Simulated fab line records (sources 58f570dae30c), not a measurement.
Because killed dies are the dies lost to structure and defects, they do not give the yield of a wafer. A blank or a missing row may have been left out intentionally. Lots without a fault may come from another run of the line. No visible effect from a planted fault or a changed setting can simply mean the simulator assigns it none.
A struck lot beside a sound one | flow berkeley cmos170 | 16 steps out of a route of 331
Sound: wafers L968.3, L968.5, L968.6. Struck: wafers L969.2, L969.5, L969.6. The cause is given at the end.
At each step with rows: each side's tool, then ch and its chambers, then its first start. Under that, the readings that differ: sound wafers | struck wafers | difference of the means | sigmas: that difference in standard deviations of wafers without a fault.
alike: a reading whose means differ by less than 2 such deviations, as well as words and numbers matching on both sides. not compared: withheld readings; readings where some wafer has no value; bounds like >300 that might hide an equal value; numbers whose values overlap and for which the record gives no deviation.
Wherever a step has rows on one side only, a row that says differs or no value, or a row with sigmas, the two part there. When numbers do not overlap yet have no deviation, they are printed without sigmas and do not part them. A reading missing from all wafers of one side parts the sides only when that side holds two or more wafers.

first, 3 steps without rows for these wafers: UCB170_PWELL_EXPOSE_10 (exposes mask PWELL, target cd 3000 nm); UCB170_PWELL_PEB_11; UCB170_PWELL_DEVELOP_12 (develop time 45 s).
UCB170_PWELL_OVL_MEAS_13:
  sound on overlay-01 at day 4 00:17; struck on overlay-02 at day 4 18:39
  alike: PWELL_OVL
UCB170_PWELL_ETCH_14: etches Si3N4 in CH3F/Ar/O2, stops on SiO2, target depth 242 nm, time 151 s.
  sound on rie diel-02 ch 0,1, day 4 00:19; struck on rie diel-01 ch 0,3, day 4 18:41
  reading                     | sound       | struck      | difference | sigmas
  drypump motor current A (A) | 4.7 4.7 4.8 | 5.7 6.4 5.7 | +1.2       | +2
  alike: O2_flow_sccm, oes product au, throttle valve pct
  not compared: rf hours counter h
next, for these wafers, 1 step has no rows: UCB170_PWELL_IMPLANT_15.
UCB170_PWELL_STRIP_16: strips in O2.
  sound on plasma asher-04 ch 0,1, day 4 00:35; struck on plasma asher-01 ch 0,1, day 4 18:56
  alike: drypump motor current A, oes product au, strip time to endpoint s
  not compared: rf hours counter h
UCB170_PWELL_TW_MEAS_17:
  sound on film metro-01 at day 4 00:41; struck on film metro-04 at day 4 19:02
  alike: PWELL_TW
then, 4 steps without rows for these wafers: UCB170_PWELL_CLEAN_18 (cleans in SPM, time 600 s); UCB170_PWELL_WET_ETCH_19 (etches Si3N4 in H3PO4, time 14400 s); UCB170_PWELL_WET_ETCH_20 (etches SiO2 in BOE, time 22 s); UCB170_WELLDRIVE_CLEAN_00 (cleans in SPM, time 600 s).
UCB170_WELLDRIVE_OXIDATION_01: target thk 199 nm, ox time 9000 s.
  sound on furnace-02 ch 0, day 4 09:50; struck on furnace-03 ch 0, day 5 04:06
UCB170_WELLDRIVE_THK_MEAS_02:
  sound on film metro-04 at day 4 13:22; struck on film metro-02 at day 5 07:43
  reading                  | sound       | struck      | difference | sigmas
  WELLDRIVE_OXIDE_THK (nm) | 198 195 196 | 296 305 306 | +106       | +29
then, 1 step without rows for these wafers: UCB170_WELLDRIVE_ANNEAL_03 (time 900 s).
-- the record jumps here: 4 days lie between the struck wafers' starts before and after (it left off in module WELLDRIVE and takes up again in module M3, whose first step shown is number 331 of the route) --
UCB170_M3_PROBE_99:
  only the struck wafers here have rows in the record (prober-01, day 9 12:11); the sound ones have none

## WHERE THEY PART
At UCB170_PWELL_ETCH_14 first; at UCB170_M3_PROBE_99 last (within this record only).

WHY: whatever the simulator had introduced
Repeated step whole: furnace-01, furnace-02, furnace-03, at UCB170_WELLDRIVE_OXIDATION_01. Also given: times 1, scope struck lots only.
